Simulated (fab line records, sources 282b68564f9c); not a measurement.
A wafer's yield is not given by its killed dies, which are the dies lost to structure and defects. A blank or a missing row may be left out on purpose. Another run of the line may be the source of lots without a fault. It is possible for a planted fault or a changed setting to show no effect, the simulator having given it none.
Commonality check across tools :: flow rit-cmos :: Sampled: 12 lots, 36 wafers

== WHY IT WAS OPENED ==
2 of 12 lots carry a flag on the reading GATE_POLY_THK at RIT_GATE_THK_MEAS_09. No-fault wafers: 252.6 nm, standard deviation 2.5.
Rule: flag the lot when none of its wafers has a number, or when each of its wafers that has one lies beyond 4 standard deviations from that mean. All remaining lots are regarded as sound.

lot: L759
measured: day 2 16:07
on: film-metro-01
GATE_POLY_THK (nm), wafer by wafer: 248.2 248.1 249.8
flag: 

lot: L760
measured: day 2 19:02
on: film-metro-04
GATE_POLY_THK (nm), wafer by wafer: 250.3 249.5 248.5
flag: 

lot: L761
measured: day 3 06:27
on: film-metro-01
GATE_POLY_THK (nm), wafer by wafer: 256.5 252.1 253.7
flag: 

lot: L762
measured: day 3 12:22
on: film-metro-01
GATE_POLY_THK (nm), wafer by wafer: 251.1 250.5 252.6
flag: 

lot: L766
measured: day 4 10:00
on: film-metro-01
GATE_POLY_THK (nm), wafer by wafer: 155.5 154.0 154.1
flag: FLAGGED

lot: L768
measured: day 4 15:58
on: film-metro-04
GATE_POLY_THK (nm), wafer by wafer: 151.6 152.5 152.4
flag: FLAGGED

lot: L771
measured: day 5 04:22
on: film-metro-01
GATE_POLY_THK (nm), wafer by wafer: 251.6 252.5 251.1
flag: 

lot: L772
measured: day 5 08:26
on: film-metro-01
GATE_POLY_THK (nm), wafer by wafer: 256.8 256.0 259.2
flag: 

lot: L778
measured: day 6 12:58
on: film-metro-04
GATE_POLY_THK (nm), wafer by wafer: 253.9 256.4 255.6
flag: 

lot: L779
measured: day 6 19:17
on: film-metro-04
GATE_POLY_THK (nm), wafer by wafer: 253.8 253.7 253.3
flag: 

lot: L780
measured: day 7 00:47
on: film-metro-04
GATE_POLY_THK (nm), wafer by wafer: 256.1 254.7 257.0
flag: 

lot: L782
measured: day 7 07:28
on: film-metro-01
GATE_POLY_THK (nm), wafer by wafer: 250.4 247.0 249.0
flag: 
On average the flagged lots' numbers are 153.3 nm, which is -99.2 nm against the usual, or -40 standard deviations.

== EACH LOT AND THE TOOL IT RAN ON ==
The record keeps 1 process step preceding the reading, out of 202 steps on the route. Read each cell as the tool, then ch plus the chambers that the sampled wafers visited, then the start.
lot: L759
flag: 
RIT_GATE_CVD_08: lpcvd-01 ch 1, day 2 14:30

lot: L760
flag: 
RIT_GATE_CVD_08: lpcvd-01 ch 0, day 2 17:25

lot: L761
flag: 
RIT_GATE_CVD_08: lpcvd-02 ch 1, day 3 04:50

lot: L762
flag: 
RIT_GATE_CVD_08: lpcvd-02 ch 0, day 3 10:44

lot: L766
flag: FLAGGED
RIT_GATE_CVD_08: lpcvd-01 ch 0, day 4 07:35

lot: L768
flag: FLAGGED
RIT_GATE_CVD_08: lpcvd-01 ch 0, day 4 13:31

lot: L771
flag: 
RIT_GATE_CVD_08: lpcvd-02 ch 0, day 5 02:45

lot: L772
flag: 
RIT_GATE_CVD_08: lpcvd-02 ch 1, day 5 06:47

lot: L778
flag: 
RIT_GATE_CVD_08: lpcvd-02 ch 0, day 6 11:20

lot: L779
flag: 
RIT_GATE_CVD_08: lpcvd-02 ch 1, day 6 17:40

lot: L780
flag: 
RIT_GATE_CVD_08: lpcvd-02 ch 0, day 6 23:10

lot: L782
flag: 
RIT_GATE_CVD_08: lpcvd-02 ch 0, day 7 05:50
What these steps do:
- RIT_GATE_CVD_08: deposits poly-Si from SiH4, target thk 250 nm, time 2220 s.
- RIT_GATE_THK_MEAS_09

== FLAGGED AGAINST TOTAL, ONE TOOL AT A TIME (gauges that did the reading follow at the end) ==
step: RIT_GATE_CVD_08
tool: lpcvd-01
lots run: 4
flagged: 2
share of the flagged lots: all
sound lots run after its first flagged lot: 0

step: RIT_GATE_CVD_08
tool: lpcvd-02
lots run: 8
flagged: 0
share of the flagged lots: none
sound lots run after its first flagged lot: -

step: RIT_GATE_THK_MEAS_09
tool: film-metro-01
lots run: 7
flagged: 1
share of the flagged lots: some
sound lots run after its first flagged lot: 3 (L771,L772,L782)

step: RIT_GATE_THK_MEAS_09
tool: film-metro-04
lots run: 5
flagged: 1
share of the flagged lots: some
sound lots run after its first flagged lot: 3 (L778,L779,L780)

== WHAT IS ALLOWED BY THE TABLE ==
Rows of the table that ran each flagged lot: 1, that is lpcvd-01 at RIT_GATE_CVD_08.
- lpcvd-01 at RIT_GATE_CVD_08: 2 of its 4 lots flagged. It ran its last sound lot, L760, at day 2 17:25 and its first flagged lot, L766, at day 4 07:35: a fault with its onset between the two fits. Its own readings lie more than 4 standard deviations out on every wafer of the flagged lots: spike-tc-centre-C, spike-tc-load-C, spike-tc-source-C, susceptor-temp-C.
Just one tool remains: lpcvd-01 at RIT_GATE_CVD_08.

== WHAT WAS PUT IN BY THE SIMULATOR ==
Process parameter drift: lpcvd-01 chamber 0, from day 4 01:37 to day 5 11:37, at RIT_GATE_CVD_08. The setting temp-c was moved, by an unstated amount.
Struck lots among those shown: L766, L768. The rule given above showed the same thing.
